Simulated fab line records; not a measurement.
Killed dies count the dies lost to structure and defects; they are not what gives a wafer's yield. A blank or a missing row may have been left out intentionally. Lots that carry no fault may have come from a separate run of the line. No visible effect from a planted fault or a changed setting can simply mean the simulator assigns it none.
The tool behind it: which one? :: flow berkeley-cmos170 :: 13 lots with 39 wafers sampled at 2 steps, on a route of 331 steps

## WHAT EACH GAUGE READ, for each wafer
UCB170_M1_THK_MEAS_02: measures by xrf. Usual: M1_AL_THK 616 nm, standard deviation 8.1.
lot: L132
measured: day 8 16:36
on: film-metro-04
M1_AL_THK (nm): 633 628 634
flag: 

lot: L129
measured: day 8 17:07
on: film-metro-01
M1_AL_THK (nm): 608 612 615
flag: 

lot: L130
measured: day 8 19:10
on: film-metro-04
M1_AL_THK (nm): 630 621 627
flag: 

lot: L131
measured: day 8 19:21
on: film-metro-02
M1_AL_THK (nm): 604 605 602
flag: 

lot: L134
measured: day 8 20:26
on: film-metro-02
M1_AL_THK (nm): 623 624 628
flag: 

lot: L133
measured: day 8 21:50
on: film-metro-02
M1_AL_THK (nm): 617 615 615
flag: 

lot: L138
measured: day 9 18:59
on: film-metro-02
M1_AL_THK (nm): 607 611 614
flag: 

lot: L144
measured: day 10 23:46
on: film-metro-04
M1_AL_THK (nm): 610 609 607
flag: 

lot: L146
measured: day 12 00:21
on: film-metro-01
M1_AL_THK (nm): 616 619 616
flag: 

lot: L147
measured: day 12 02:34
on: film-metro-02
M1_AL_THK (nm): 612 610 607
flag: 

lot: L148
measured: day 12 03:10
on: film-metro-04
M1_AL_THK (nm): 618 625 625
flag: 

lot: L150
measured: day 12 10:01
on: film-metro-01
M1_AL_THK (nm): 614 615 619
flag: 

lot: L152
measured: day 12 19:52
on: film-metro-01
M1_AL_THK (nm): 619 621 618
flag: 

## WHAT TOOL EACH LOT RAN ON (gives the tool, then ch and the chambers of the sampled wafers, and finally the start)
lot: L132
UCB170_CONTACT_RTA_08: rtp-anneal-01 ch 0, day 8 14:40

lot: L129
UCB170_CONTACT_RTA_08: rtp-anneal-01 ch 0, day 8 14:52

lot: L130
UCB170_CONTACT_RTA_08: rtp-anneal-01 ch 0, day 8 16:13

lot: L131
UCB170_CONTACT_RTA_08: rtp-anneal-01 ch 0, day 8 16:18

lot: L134
UCB170_CONTACT_RTA_08: rtp-anneal-01 ch 0, day 8 18:38

lot: L133
UCB170_CONTACT_RTA_08: rtp-anneal-01 ch 0, day 8 19:53

lot: L138
UCB170_CONTACT_RTA_08: rtp-anneal-01 ch 0, day 9 16:03

lot: L144
UCB170_CONTACT_RTA_08: rtp-anneal-01 ch 0, day 10 21:20

lot: L146
UCB170_CONTACT_RTA_08: rtp-anneal-02 ch 0, day 11 22:05

lot: L147
UCB170_CONTACT_RTA_08: rtp-anneal-02 ch 0, day 12 00:00

lot: L148
UCB170_CONTACT_RTA_08: rtp-anneal-01 ch 0, day 12 00:19

lot: L150
UCB170_CONTACT_RTA_08: rtp-anneal-02 ch 0, day 12 08:13

lot: L152
UCB170_CONTACT_RTA_08: rtp-anneal-01 ch 0, day 12 16:28
- UCB170_CONTACT_RTA_08: time 10 s.

## AS READ BY THE TOOLS THEMSELVES (means over the sampled wafers that have a number; for cases with no such wafer, the mark the record gives instead)
UCB170_CONTACT_RTA_08. Usual: lamp-power-pct 24.4 %, standard deviation 2.1; wafer_temp_C_max 905.8, standard deviation 1.2.
lot: L132
tool: rtp-anneal-01
lamp-power-pct (%): 25.8
wafer_temp_C_max: 904.9
flag: 

lot: L129
tool: rtp-anneal-01
lamp-power-pct (%): 25.8
wafer_temp_C_max: 905.3
flag: 

lot: L130
tool: rtp-anneal-01
lamp-power-pct (%): 25.8
wafer_temp_C_max: 905.4
flag: 

lot: L131
tool: rtp-anneal-01
lamp-power-pct (%): 25.8
wafer_temp_C_max: 905.1
flag: 

lot: L134
tool: rtp-anneal-01
lamp-power-pct (%): 25.8
wafer_temp_C_max: 905.3
flag: 

lot: L133
tool: rtp-anneal-01
lamp-power-pct (%): 25.8
wafer_temp_C_max: 904.7
flag: 

lot: L138
tool: rtp-anneal-01
lamp-power-pct (%): 25.8
wafer_temp_C_max: 905.0
flag: 

lot: L144
tool: rtp-anneal-01
lamp-power-pct (%): 25.8
wafer_temp_C_max: 905.0
flag: 

lot: L146
tool: rtp-anneal-02
lamp-power-pct (%): 21.1
wafer_temp_C_max: 907.0
flag: 

lot: L147
tool: rtp-anneal-02
lamp-power-pct (%): 21.1
wafer_temp_C_max: 906.6
flag: 

lot: L148
tool: rtp-anneal-01
lamp-power-pct (%): 25.8
wafer_temp_C_max: 905.4
flag: 

lot: L150
tool: rtp-anneal-02
lamp-power-pct (%): 21.1
wafer_temp_C_max: 907.2
flag: 

lot: L152
tool: rtp-anneal-01
lamp-power-pct (%): 25.8
wafer_temp_C_max: 904.6
flag: 

## THE ANSWER, worked out from the rows above alone
Rule: lot off if the mean of its wafers having a number is beyond 3 standard deviations from the usual mean. Also off: a lot with no number at a reading for which 4 or more lots have one. All remaining lots with rows at the step are treated as sound. The gauges are gone through in route order, then the tools' own readings, and for those a lot's mean is taken as printed above. At the first step where some lot is off, the reading lying furthest off is the one used; lots without a number count as furthest.
No lot is off at any reading shown: from this, nothing can be told.

## WHAT THE SIMULATOR HAD PUT IN
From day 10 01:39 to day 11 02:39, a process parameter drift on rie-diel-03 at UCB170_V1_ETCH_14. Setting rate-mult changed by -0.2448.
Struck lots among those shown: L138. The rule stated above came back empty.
